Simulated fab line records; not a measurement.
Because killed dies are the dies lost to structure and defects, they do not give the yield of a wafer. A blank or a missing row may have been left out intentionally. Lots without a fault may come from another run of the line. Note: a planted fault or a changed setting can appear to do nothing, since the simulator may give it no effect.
Commonality check across tools | flow ritCmos | 15 lots and 54 wafers in the sample

== WHY IT WAS OPENED ==
On 3 of the 15 lots, a flag is raised at RIT_ACTIVE_CD_MEAS_11 on the reading cdNm. Wafers without a fault read 1399.8 nm, standard deviation 2.2.
Rule: a lot gets a flag if all its wafers with a number sit over 4 standard deviations from that mean, or if no wafer of it has a number. All remaining lots are regarded as sound.

lot  | measured    | on       | cdNm (nm), wafer by wafer                 | flag
L748 | day 1 17:28 | cdSem-02 | 1399.1 1400.0 1401.3                      | 
L750 | day 2 00:52 | cdSem-01 | 1399.3 1398.7 1397.9                      | 
L752 | day 2 11:05 | cdSem-02 | 1401.9 1402.8 1402.3                      | 
L753 | day 2 16:20 | cdSem-02 | 1379.5 1379.8 1381.7 1379.7 1379.8 1381.3 | FLAGGED
L754 | day 2 21:55 | cdSem-02 | 1384.2 1384.4 1387.7 1384.6 1384.5 1387.7 | FLAGGED
L755 | day 3 02:05 | cdSem-01 | 1397.0 1393.7 1399.6                      | 
L756 | day 3 08:41 | cdSem-02 | 1381.1 1381.2 1379.4 1381.2 1381.1 1379.7 | FLAGGED
L757 | day 3 13:50 | cdSem-01 | 1402.5 1401.7 1402.6                      | 
L762 | day 4 18:08 | cdSem-02 | 1396.3 1397.0 1396.6                      | 
L764 | day 4 22:34 | cdSem-02 | 1401.2 1400.1 1400.4                      | 
L766 | day 5 08:49 | cdSem-01 | 1398.4 1399.5 1398.6                      | 
L768 | day 5 22:18 | cdSem-02 | 1395.5 1393.4 1394.3                      | 
L769 | day 6 03:02 | cdSem-01 | 1399.9 1400.9 1398.7                      | 
L770 | day 6 05:15 | cdSem-01 | 1401.0 1401.5 1401.4                      | 
L771 | day 6 09:30 | cdSem-01 | 1400.2 1400.9 1403.7                      | 
Average over the flagged lots: 1382.1 nm; offset from the usual -17.7 nm, equal to -8 standard deviations.

== WHICH TOOL RAN EACH LOT ==
The record holds 1 process step before the reading, out of a route of 202 steps. Every cell lists first the tool, next ch and the chambers used by the sampled wafers, and last the start.
lot  | flag    | RIT_ACTIVE_DEVELOP_10
L748 |         | lithoTrack-03 ch 0, day 1 17:00
L750 |         | lithoTrack-03 ch 0, day 2 00:00
L752 |         | lithoTrack-03 ch 0, day 2 10:00
L753 | FLAGGED | lithoTrack-03 ch 0, day 2 16:00
L754 | FLAGGED | lithoTrack-03 ch 0, day 2 21:00
L755 |         | lithoTrack-02 ch 0, day 3 01:00
L756 | FLAGGED | lithoTrack-03 ch 0, day 3 08:00
L757 |         | lithoTrack-04 ch 0, day 3 13:00
L762 |         | lithoTrack-04 ch 0, day 4 18:00
L764 |         | lithoTrack-04 ch 0, day 4 22:00
L766 |         | lithoTrack-04 ch 0, day 5 08:00
L768 |         | lithoTrack-03 ch 0, day 5 22:00
L769 |         | lithoTrack-04 ch 0, day 6 02:00
L770 |         | lithoTrack-04 ch 0, day 6 05:00
L771 |         | lithoTrack-04 ch 0, day 6 09:00
These steps, and what they do:
- RIT_ACTIVE_DEVELOP_10: develop time 50 s.
- RIT_ACTIVE_CD_MEAS_11: target cd 1400 nm.

== FLAGGED AGAINST TOTAL, ONE TOOL AT A TIME (gauges that did the reading follow at the end) ==
step                  | tool          | lots run | flagged | share of the flagged lots | sound lots run after its first flagged lot
RIT_ACTIVE_DEVELOP_10 | lithoTrack-02 | 1        | 0       | none                      | -
RIT_ACTIVE_DEVELOP_10 | lithoTrack-03 | 7        | 3       | all                       | 1 (L768)
RIT_ACTIVE_DEVELOP_10 | lithoTrack-04 | 7        | 0       | none                      | -
RIT_ACTIVE_CD_MEAS_11 | cdSem-01      | 7        | 0       | none                      | -
RIT_ACTIVE_CD_MEAS_11 | cdSem-02      | 8        | 3       | all                       | 3 (L762,L764,L768)

== WHAT THE TABLE ALLOWS ==
In 2 table rows, all flagged lots were run: lithoTrack-03 (RIT_ACTIVE_DEVELOP_10), cdSem-02 (RIT_ACTIVE_CD_MEAS_11).
- lithoTrack-03 at RIT_ACTIVE_DEVELOP_10 ran 7 lots, 3 of them flagged. Lots that were sound ran on it after the first flagged one (L768); a persistent fault on the entire tool would not allow that.
- cdSem-02 at RIT_ACTIVE_CD_MEAS_11 ran 8 lots, 3 of them flagged. Lots that were sound ran on it after the first flagged one (L762, L764, L768); a persistent fault on the entire tool would not allow that.
None of the table's rows ran every flagged lot and, after the first, no sound lot.

== WHAT THE SIMULATOR HAD INSERTED ==
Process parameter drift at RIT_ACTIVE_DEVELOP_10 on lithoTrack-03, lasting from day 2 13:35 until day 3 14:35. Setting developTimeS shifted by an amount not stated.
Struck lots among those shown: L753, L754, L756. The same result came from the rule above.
